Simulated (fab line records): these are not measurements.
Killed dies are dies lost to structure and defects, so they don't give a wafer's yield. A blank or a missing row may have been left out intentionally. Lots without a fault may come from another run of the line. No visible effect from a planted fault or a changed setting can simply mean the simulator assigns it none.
fab line records	flow berkeleyCmos170
record: lots: 14	wafers: 42	lastDay: 12
route steps=331 shown PLDD@151 NLDD@168 PSD@179 M1@238
lots that met no fault: from a run of the same line without faults
startH: start of the lot's first displayed wafer, in hours after the record's first day	waitH: hours elapsed since this lot's preceding step	" repeats the value in the row above	L1.1+2: several wafers, shown together as one row	- value missing, or start not given	* or withheld: withheld	< > ~ a bound
route shown NAME@n: names a module that has steps shown in the file, with the first one's number in the route	usual: mean and standard deviation over wafers with no fault	same: alike in all rows	chamber/n: place in a boat	sites: readings site by site	_std_site: the values' standard deviation	_edge_site: outer sites' mean less inner sites'	radiusMm: how far each site lies from the wafer's centre	mask NAME#n: copy n	behind: the most recent tool/chamber to have shaped the wafer	hold: reason for holding the lot/hours on hold/outcome of the hold	device: names the non-switching transistor (n, p or np)	end of line: the tests these same wafers got at the end of their route	a step given without rows: its recipe and nothing more	killed: dies that structure and defects cost at the first sort, which is not the same as the wafer's yield	map: dies across one wafer; x = killed, . = not, _ = none there
set.NAME: the run value of the setting; set.NAME@STEP: its run value at that earlier step	model.NAME: the simulator's own value behind a step, which no gauge read
a sample of lots followed through the steps of the route, with each step as a table and each wafer as a row
services: the hour from which a tool's chamber was out of use, counted from the record's first day as startH (under 0 if before that day), plus the number of hours and why
== steps ==
step: UCB170_PLDD_CD_MEAS_06
recipe: targetCdNm: 1200
usual: cdNm: 1200.6/1.4
lot.wafer	tool	chamber	startH	waitH	cdNm
L756.1	cdSem-01	-	118.75	-	1199.7
L756.3	"	-	"	"	1200.5
L756.6	"	-	"	"	1199.4
L754.1	cdSem-02	-	119.03	-	1198.4
L754.2	"	-	"	"	1200.0
L754.5	"	-	"	"	1198.8
L758.1	cdSem-01	-	138.72	-	1200.5
L758.2	"	-	"	"	1199.2
L758.3	"	-	"	"	1201.8
L761.1	cdSem-01	-	149.83	-	1200.7
L761.3	"	-	"	"	1198.3
L761.6	"	-	"	"	1199.7
L762.1	cdSem-02	-	169.76	-	1199.5
L762.3	"	-	"	"	1199.2
L762.4	"	-	"	"	1199.9
L763.1	cdSem-02	-	170.24	-	1202.9
L763.3	"	-	"	"	1202.1
L763.5	"	-	"	"	1203.3
L764.3	cdSem-01	-	170.25	-	1198.4
L764.4	"	-	"	"	1198.5
L764.5	"	-	"	"	1197.8
L765.2	cdSem-01	-	170.51	-	1199.8
L765.3	"	-	"	"	1200.3
L765.6	"	-	"	"	1201.3
L766.1	cdSem-01	-	173.44	-	1202.7
L766.4	"	-	"	"	1202.4
L766.5	"	-	"	"	1202.4
L770.2	cdSem-01	-	192.31	-	1201.0
L770.3	"	-	"	"	1200.1
L770.4	"	-	"	"	1202.3
L769.4	cdSem-01	-	193.08	-	1200.9
L769.5	"	-	"	"	1201.2
L769.6	"	-	"	"	1201.0
L771.1	cdSem-02	-	196.23	-	1198.5
L771.3	"	-	"	"	1199.1
L771.5	"	-	"	"	1198.0
L767.3	cdSem-01	-	196.58	-	1200.2
L767.4	"	-	"	"	1201.4
L767.5	"	-	"	"	1201.0
L777.1	cdSem-02	-	234.86	-	1199.1
L777.4	"	-	"	"	1199.1
L777.5	"	-	"	"	1199.0
step: UCB170_NLDD_STRIP_10
recipe: chemistry: O2	powerW: 400	pressureMtorr: 3500	platenTempC: withheld	o2FlowSccm: 400	overashFraction: 0.5
usual: drypumpMotorCurrentA: 6.0/0.55	oesProductAu: 0.735/0.0044	stripTimeToEndpointS: 21.63/0.061
lot.wafer	tool	chamber	startH	waitH	drypumpMotorCurrentA	oesProductAu	rfHoursCounterH	stripTimeToEndpointS
L756.1	plasmaAsher-02	0	121.32	0.1	6.5	0.741	45	21.64
L756.3	"	1	"	"	6.5	0.734	-	21.74
L756.6	"	1	"	"	6.6	0.731	-	21.65
L754.1	plasmaAsher-04	0	121.64	0.1	5.1	0.738	37	21.64
L754.2	"	1	"	"	5.5	0.731	37	21.62
L754.5	"	0	"	"	5.1	0.732	-	21.61
L758.1	plasmaAsher-02	1	141.14	0.1	6.5	0.740	47	21.77
L758.2	"	0	"	"	6.5	0.733	47	21.72
L758.3	"	0	"	"	6.5	0.735	-	21.72
L761.1	plasmaAsher-04	0	153.36	0.1	5.1	0.738	41	21.65
L761.3	"	0	"	"	5.1	0.735	-	21.68
L761.6	"	1	"	"	5.5	0.730	-	21.68
L762.1	plasmaAsher-04	0	172.06	0.1	5.1	0.728	42	21.60
L762.3	"	0	"	"	5.1	0.733	-	21.60
L762.4	"	1	"	"	5.5	0.727	-	21.56
L764.3	plasmaAsher-03	0	172.67	0.1	5.9	0.725	-	21.61
L764.4	"	1	"	"	5.4	0.735	-	21.59
L764.5	"	1	"	"	5.3	0.740	-	21.73
L763.1	plasmaAsher-02	0	173.06	0.1	6.5	0.741	51	21.74
L763.3	"	0	"	"	6.5	0.728	-	21.74
L763.5	"	1	"	"	6.6	0.732	-	21.67
L765.2	plasmaAsher-03	0	173.36	0.1	5.9	0.730	6	21.63
L765.3	"	1	"	"	5.4	0.738	-	21.69
L765.6	"	1	"	"	5.3	0.735	-	21.68
L766.1	plasmaAsher-02	1	175.91	0.1	6.6	0.733	51	21.65
L766.4	"	0	"	"	6.5	0.731	-	21.65
L766.5	"	0	"	"	6.5	0.740	-	21.58
L770.2	plasmaAsher-03	1	194.84	0.1	5.4	0.737	8	21.63
L770.3	"	1	"	"	5.3	0.737	-	21.67
L770.4	"	0	"	"	5.9	0.731	-	21.60
L769.4	plasmaAsher-02	1	195.27	0.1	6.6	0.731	-	21.52
L769.5	"	0	"	"	6.5	0.736	-	21.54
L769.6	"	1	"	"	6.6	0.742	-	21.55
L771.1	plasmaAsher-02	0	198.81	0.1	6.5	0.739	53	21.62
L771.3	"	0	"	"	6.5	0.734	-	21.63
L771.5	"	0	"	"	6.5	0.730	-	21.64
L767.3	plasmaAsher-02	1	199.57	0.1	6.6	0.738	-	21.73
L767.4	"	0	"	"	6.5	0.736	-	21.69
L767.5	"	1	"	"	6.6	0.738	-	21.64
L777.1	plasmaAsher-03	1	237.64	0.1	5.3	0.729	14	21.67
L777.4	"	1	"	"	5.4	0.736	-	21.55
L777.5	"	1	"	"	5.4	0.737	-	21.62
step: UCB170_PSD_PEB_04
recipe: pebTempC: 130	pebTimeS: withheld	resist: KrF
usual: chillPlateTempC: 23.02/0.12	plateSensorTCentreC: 131.41/0.01	plateSensorTEdgeC: 131.53/0.01
lot.wafer	tool	chamber	startH	waitH	chillPlateTempC	plateSensorTCentreC	plateSensorTEdgeC
L756.1	lithoTrack-04	0	127.91	0.7	23.06	131.41	131.54
L756.3	"	0	"	"	23.03	131.41	131.54
L756.6	"	0	"	"	23.06	131.41	131.53
L754.1	lithoTrack-04	0	128.19	0.7	23.06	131.4	131.55
L754.2	"	0	"	"	23.16	131.4	131.54
L754.5	"	0	"	"	23.11	131.41	131.52
L758.1	lithoTrack-03	0	146.14	0.9	22.96	131.41	131.54
L758.2	"	0	"	"	23.04	131.41	131.51
L758.3	"	0	"	"	22.98	131.4	131.52
L761.1	lithoTrack-04	0	161.31	0.2	22.96	131.41	131.54
L761.3	"	0	"	"	22.97	131.4	131.53
L761.6	"	0	"	"	22.85	131.41	131.52
L763.1	lithoTrack-03	0	178.94	0.2	22.85	131.41	131.53
L763.3	"	0	"	"	22.80	131.41	131.52
L763.5	"	0	"	"	22.86	131.41	131.54
L764.3	lithoTrack-04	0	178.97	0.4	23.07	131.41	131.53
L764.4	"	0	"	"	22.85	131.41	131.52
L764.5	"	0	"	"	23.15	131.39	131.53
L765.2	lithoTrack-03	0	179.24	0.4	22.97	131.41	131.55
L765.3	"	0	"	"	23.05	131.41	131.52
L765.6	"	0	"	"	23.14	131.42	131.55
L762.1	lithoTrack-03	0	179.49	0.4	22.95	131.42	131.54
L762.3	"	0	"	"	22.91	131.41	131.53
L762.4	"	0	"	"	22.81	131.4	131.54
L766.1	lithoTrack-04	0	179.64	0.4	23.08	131.41	131.54
L766.4	"	0	"	"	22.85	131.42	131.51
L766.5	"	0	"	"	22.80	131.41	131.53
L770.2	lithoTrack-03	0	200.20	0.2	23.01	131.4	131.52
L770.3	"	0	"	"	23.12	131.41	131.54
L770.4	"	0	"	"	23.08	131.43	131.54
L769.4	lithoTrack-03	0	200.52	0.3	23.02	131.4	131.52
L769.5	"	0	"	"	22.85	131.4	131.54
L769.6	"	0	"	"	23.15	131.39	131.53
L771.1	lithoTrack-02	0	205.27	0.6	22.95	131.41	131.53
L771.3	"	0	"	"	22.92	131.41	131.52
L771.5	"	0	"	"	23.04	131.4	131.54
L767.3	lithoTrack-04	0	205.45	0.5	22.93	131.4	131.53
L767.4	"	0	"	"	22.85	131.4	131.54
L767.5	"	0	"	"	22.92	131.41	131.54
L777.1	lithoTrack-04	0	243.80	0.1	23.04	131.43	131.53
L777.4	"	0	"	"	23.11	131.41	131.51
L777.5	"	0	"	"	23.03	131.39	131.53
step: UCB170_M1_SPUTTER_00
recipe: material: Al	targetThkNm: 600	timeS: 80	powerW: 6000	chamberPressurePa: 0.5
usual: throttleValvePct: 30.1/0.93
lot.wafer	tool	chamber	startH	waitH	throttleValvePct
L754.1	pvdSputter-03	-	137.57	0.0	30.6
L754.2	"	-	"	"	29.9
L754.5	"	-	"	"	30.3
L756.1	pvdSputter-01	-	137.71	0.0	30.7
L756.3	"	-	"	"	30.3
L756.6	"	-	"	"	29.2
L758.1	pvdSputter-01	-	158.35	0.0	30.7
L758.2	"	-	"	"	32.2
L758.3	"	-	"	"	30.0
L761.1	pvdSputter-03	-	172.05	0.0	30.4
L761.3	"	-	"	"	30.7
L761.6	"	-	"	"	30.3
L764.3	pvdSputter-02	-	190.64	0.0	29.6
L764.4	"	-	"	"	29.0
L764.5	"	-	"	"	29.3
L763.1	pvdSputter-01	-	190.89	0.0	32.1
L763.3	"	-	"	"	29.6
L763.5	"	-	"	"	29.4
L766.1	pvdSputter-02	-	191.01	0.0	29.4
L766.4	"	-	"	"	28.7
L766.5	"	-	"	"	30.7
L765.2	pvdSputter-01	-	191.13	0.0	30.1
L765.3	"	-	"	"	29.4
L765.6	"	-	"	"	30.1
L765.2	pvdSputter-01	-	191.36	0.2	30.3
L765.3	"	-	"	"	29.5
L765.6	"	-	"	"	30.2
L762.1	pvdSputter-02	-	191.25	0.0	30.7
L762.3	"	-	"	"	29.8
L762.4	"	-	"	"	28.9
L770.2	pvdSputter-01	-	213.43	0.0	29.3
L770.3	"	-	"	"	30.1
L770.4	"	-	"	"	30.8
L769.4	pvdSputter-02	-	213.66	0.0	29.4
L769.5	"	-	"	"	29.3
L769.6	"	-	"	"	31.0
L769.4	pvdSputter-02	-	213.88	0.2	29.1
L769.5	"	-	"	"	29.3
L769.6	"	-	"	"	30.9
L771.1	pvdSputter-03	-	214.93	0.0	29.8
L771.3	"	-	"	"	30.7
L771.5	"	-	"	"	30.2
L767.3	pvdSputter-01	-	215.65	0.0	30.3
L767.4	"	-	"	"	29.3
L767.5	"	-	"	"	30.4
L777.1	pvdSputter-03	-	256.27	0.0	30.1
L777.4	"	-	"	"	30.0
L777.5	"	-	"	"	30.2
step: UCB170_M1_RS_MEAS_01
recipe: thkMeasGauge: four-point-probe	reads: Al_of_M1_SPUTTER_00
usual: M1_AL_RS: 0.0485/0.0004
lot.wafer	tool	chamber	startH	waitH	M1_AL_RS[ohm/sq]
L754.1	filmMetro-02	-	137.63	0.0	0.0485
L754.2	"	-	"	"	0.0486
L754.5	"	-	"	"	0.0482
L756.1	filmMetro-03	-	137.77	0.0	0.0480
L756.3	"	-	"	"	0.0481
L756.6	"	-	"	"	0.0488
L758.1	filmMetro-02	-	158.41	0.0	0.0483
L758.2	"	-	"	"	0.0486
L758.3	"	-	"	"	0.0477
L761.1	filmMetro-03	-	172.11	0.0	0.0483
L761.3	"	-	"	"	0.0483
L761.6	"	-	"	"	0.0482
L764.3	filmMetro-02	-	190.74	0.1	0.0490
L764.4	"	-	"	"	0.0488
L764.5	"	-	"	"	0.0485
L763.1	filmMetro-01	-	190.95	0.0	0.0493
L763.3	"	-	"	"	0.0488
L763.5	"	-	"	"	0.0489
L766.1	filmMetro-03	-	191.07	0.0	0.0485
L766.4	"	-	"	"	0.0480
L766.5	"	-	"	"	0.0480
L762.1	filmMetro-03	-	191.34	0.1	0.0488
L762.3	"	-	"	"	0.0491
L762.4	"	-	"	"	0.0488
L765.2	filmMetro-01	-	191.44	0.1	0.0239
L765.3	"	-	"	"	0.0240
L765.6	"	-	"	"	0.0238
L770.2	filmMetro-03	-	213.51	0.1	0.0479
L770.3	"	-	"	"	0.0475
L770.4	"	-	"	"	0.0477
L769.4	filmMetro-02	-	214.01	0.1	0.0240
L769.5	"	-	"	"	0.0242
L769.6	"	-	"	"	0.0242
L771.1	filmMetro-01	-	214.99	0.0	0.0489
L771.3	"	-	"	"	0.0494
L771.5	"	-	"	"	0.0487
L767.3	filmMetro-02	-	215.75	0.1	0.0477
L767.4	"	-	"	"	0.0485
L767.5	"	-	"	"	0.0480
L777.1	filmMetro-02	-	256.33	0.0	0.0490
L777.4	"	-	"	"	0.0481
L777.5	"	-	"	"	0.0487
step: UCB170_M1_THK_MEAS_02
recipe: thkMeasGauge: xrf	reads: Al_of_M1_SPUTTER_00
usual: M1_AL_THK: 599/7.4
lot.wafer	tool	chamber	startH	waitH	M1_AL_THK[nm]
L754.1	filmMetro-02	-	137.75	0.1	600
L754.2	"	-	"	"	602
L754.5	"	-	"	"	603
L756.1	filmMetro-03	-	137.89	0.1	608
L756.3	"	-	"	"	607
L756.6	"	-	"	"	599
L758.1	filmMetro-02	-	158.53	0.1	608
L758.2	"	-	"	"	607
L758.3	"	-	"	"	616
L761.1	filmMetro-03	-	172.23	0.1	606
L761.3	"	-	"	"	602
L761.6	"	-	"	"	602
L764.3	filmMetro-02	-	190.84	0.1	597
L764.4	"	-	"	"	603
L764.5	"	-	"	"	606
L763.1	filmMetro-01	-	191.07	0.1	584
L763.3	"	-	"	"	589
L763.5	"	-	"	"	589
L766.1	filmMetro-03	-	191.19	0.1	598
L766.4	"	-	"	"	606
L766.5	"	-	"	"	604
L762.1	filmMetro-03	-	191.46	0.1	595
L762.3	"	-	"	"	591
L762.4	"	-	"	"	593
L765.2	filmMetro-01	-	191.55	0.1	1192
L765.3	"	-	"	"	1189
L765.6	"	-	"	"	1197
L770.2	filmMetro-03	-	213.62	0.1	603
L770.3	"	-	"	"	607
L770.4	"	-	"	"	605
L769.4	filmMetro-02	-	214.10	0.1	1205
L769.5	"	-	"	"	1205
L769.6	"	-	"	"	1206
L771.1	filmMetro-01	-	215.11	0.1	588
L771.3	"	-	"	"	581
L771.5	"	-	"	"	589
L767.3	filmMetro-02	-	215.85	0.1	615
L767.4	"	-	"	"	605
L767.5	"	-	"	"	611
L777.1	filmMetro-02	-	256.45	0.1	602
L777.4	"	-	"	"	608
L777.5	"	-	"	"	601
step: UCB170_M1_METAL_ETCH_12
recipe: chemistry: Cl2/BCl3	target: Al	stopOn: PSG	pressureMtorr: 12	targetDepthA: 7800	overEtchFrac: 0.3	timeS: 130	icpW: 600	biasW: 120	Cl2_flow_sccm: 90	bcl3FlowSccm: 45
usual: drypumpMotorCurrentA: 5.6/0.6	oesProductAu: 0.860/0.012	throttleValvePct: 24.45/0.28
lot.wafer	tool	chamber	startH	waitH	drypumpMotorCurrentA	oesProductAu	rfHoursCounterH	throttleValvePct
L754.1	rieMetal-03	1	139.12	-	5.2	0.849	39	24.88
L754.2	"	0	"	"	4.9	0.872	6	24.07
L754.5	"	1	"	"	5.2	0.849	-	24.87
L756.1	rieMetal-02	1	139.46	-	5.4	0.871	1	24.32
L756.3	"	0	"	"	6.3	0.851	-	24.26
L756.6	"	1	"	"	5.4	0.871	-	24.34
L758.1	rieMetal-01	1	159.76	-	5.6	0.865	8	24.52
L758.2	"	0	"	"	6.5	0.863	4	24.64
L758.3	"	0	"	"	6.5	0.868	-	24.67
L761.1	rieMetal-03	0	174.25	-	4.9	0.875	7	24.08
L761.3	"	1	"	"	5.2	0.844	-	24.87
L761.6	"	0	"	"	4.9	0.875	-	24.07
L764.3	rieMetal-03	1	192.30	-	5.2	0.850	-	24.85
L764.4	"	0	"	"	4.9	0.874	-	24.08
L764.5	"	1	"	"	5.2	0.857	-	24.87
L763.1	rieMetal-02	0	192.53	-	6.3	0.833	3	24.26
L763.3	"	0	"	"	6.3	0.842	-	24.28
L763.5	"	1	"	"	5.4	0.870	-	24.34
L766.1	rieMetal-01	1	193.26	-	5.6	0.866	8	24.52
L766.4	"	1	"	"	5.6	0.876	-	24.50
L766.5	"	1	"	"	5.5	0.867	-	24.51
L765.2	rieMetal-03	1	193.40	-	5.2	0.973	1	24.79
L765.3	"	1	"	"	5.2	0.989	-	24.79
L765.6	"	0	"	"	4.9	1.006	-	24.02
L762.1	rieMetal-02	1	193.53	-	5.4	0.871	2	24.33
L762.3	"	1	"	"	5.4	0.862	-	24.34
L762.4	"	0	"	"	6.3	0.840	-	24.27
L770.2	rieMetal-01	1	215.40	-	5.5	0.863	9	24.49
L770.3	"	1	"	"	5.6	0.882	-	24.50
L770.4	"	0	"	"	6.5	0.873	-	24.67
L769.4	rieMetal-03	1	215.92	-	5.2	0.978	-	24.80
L769.5	"	1	"	"	5.2	0.992	-	24.80
L769.6	"	0	"	"	4.9	1.023	-	24.02
L771.1	rieMetal-02	1	216.46	-	5.4	0.857	3	24.34
L771.3	"	0	"	"	6.3	0.845	-	24.28
L771.5	"	0	"	"	6.4	0.843	-	24.26
L767.3	rieMetal-01	1	217.37	-	5.6	0.868	-	24.50
L767.4	"	0	"	"	6.5	0.863	-	24.68
L767.5	"	0	"	"	6.5	0.860	-	24.66
L777.1	rieMetal-03	1	257.91	-	5.2	0.848	2	24.87
L777.4	"	1	"	"	5.2	0.851	-	24.87
L777.5	"	1	"	"	5.2	0.849	-	24.86
== services ==
tool	chamber	startH	hours	kind
rieMetal-02	1	108.75	-	clean
rieMetal-02	1	108.75	17.9	scheduledDown
rieMetal-02	1	108.75	17.9	ventCycle
plasmaAsher-03	-	108.75	9.0	pm
plasmaAsher-03	0	108.75	9.0	ventCycle
plasmaAsher-03	1	108.75	9.0	ventCycle
lithoTrack-04	-	109.75	-	consumableReplace:filter
plasmaAsher-03	0	117.75	-	clean
plasmaAsher-03	1	117.75	-	clean
pvdSputter-03	-	134.35	2.1	repair
rieMetal-01	-	142.60	0.8	repair
rieMetal-03	1	144.37	-	clean
rieMetal-03	1	144.37	23.1	scheduledDown
rieMetal-03	1	144.37	23.1	ventCycle
pvdSputter-03	-	178.18	2.3	repair
pvdSputter-03	-	189.27	2.0	repair
pvdSputter-01	-	198.76	0.7	repair
plasmaAsher-02	-	204.21	5.4	repair
plasmaAsher-04	-	214.87	0.4	repair
rieMetal-02	1	227.96	5.0	repair
rieMetal-03	-	238.09	14.6	pm
pvdSputter-03	-	238.35	3.6	repair
plasmaAsher-03	-	252.85	5.8	repair
== key ==
firstSign: step: UCB170_M1_SPUTTER_00	reading: visit	direction: added
effect: step: UCB170_M1_RS_MEAS_01	reading: M1_AL_RS	direction: down	sigmas: 61	usual: 0.0485	struck: 0.0240
effect: step: UCB170_M1_THK_MEAS_02	reading: M1_AL_THK	direction: up	sigmas: 81	usual: 599	struck: 1199
effect: step: UCB170_M1_METAL_ETCH_12	reading: oesProductAu	direction: up	sigmas: 11	usual: 0.860	struck: 0.993
metAt UCB170_M1_SPUTTER_00
struckLots L765,L769
laterRowsLeftOut L765.2,L765.3,L765.6,L769.4,L769.5,L769.6
sortLeftOut L765.2,L765.3,L765.6,L769.4,L769.5,L769.6
notActingAt UCB170_PLDD_CD_MEAS_06,UCB170_NLDD_STRIP_10,UCB170_PSD_PEB_04
fault: kind: repeatedStepWhole	tool: pvdSputter-01,pvdSputter-02,pvdSputter-03	chamber: -	onsetH: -	steps: UCB170_M1_SPUTTER_00	times: 1	scope: struckLotsOnly
sortLeftOut: the simulated sort isn't trusted on such a fault, so these wafers' sort isn't shown, and their yield isn't known
laterRowsLeftOut: the simulator's readings of these wafers behind a module that went badly wrong aren't trusted and aren't shown, but for the sort
